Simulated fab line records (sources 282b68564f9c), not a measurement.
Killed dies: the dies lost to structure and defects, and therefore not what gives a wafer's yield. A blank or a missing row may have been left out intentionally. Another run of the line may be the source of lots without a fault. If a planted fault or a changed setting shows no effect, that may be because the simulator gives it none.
A struck lot beside a sound one ; flow rit-cmos ; 3 out of 202 route steps
Sound: wafers L831.1, L831.5, L831.6. Wafers struck: L836.1, L836.2, L836.3. Last of all comes the cause.
At each step with rows: each side's tool, then ch and its chambers, then its first start. Under that, the readings that differ: sound wafers ; struck wafers ; difference of the means ; sigmas: that difference in standard deviations of wafers without a fault.
alike: readings with means less than 2 such deviations apart, plus words and numbers identical on both sides. not compared: withheld readings, readings lacking a value on some wafer, bounds such as >300 that could conceal the same value, and numbers that have no deviation in the record and whose values overlap.
The two part at a step that has a row with sigmas, a row that says differs or no value, or rows on one side only. Numbers that don't overlap but have no deviation are shown without sigmas and don't part them. A reading that every wafer of one side lacks parts them only if that side has two wafers or more.

RIT_ACTIVE_BOW_MEAS_00:
  struck on film-metro-03, day 3 17:00; sound on film-metro-04, day 2 16:00
  alike: INCOMING_BOW
RIT_ACTIVE_OXIDATION_01: target thk 46.8 nm, ox time 3360 s.
  sound on furnace-02 ch 0, day 2 16:07; struck on furnace-04, day 3 17:07
  no value came back on the struck wafers for any of 5 readings (ox-temp-c (C), ox-temp-c-max and others); on the sound wafers ox-temp-c (C) reads 999.9 1000.1 1000.0
then, 1 step without rows for these wafers: RIT_ACTIVE_CVD_03 (deposits Si3N4 from SiH2Cl2/NH3, target thk 150 nm, time 1500 s).

== WHERE THEY PART ==
Only at RIT_ACTIVE_OXIDATION_01, within this record.

WHY: the cause the simulator had injected
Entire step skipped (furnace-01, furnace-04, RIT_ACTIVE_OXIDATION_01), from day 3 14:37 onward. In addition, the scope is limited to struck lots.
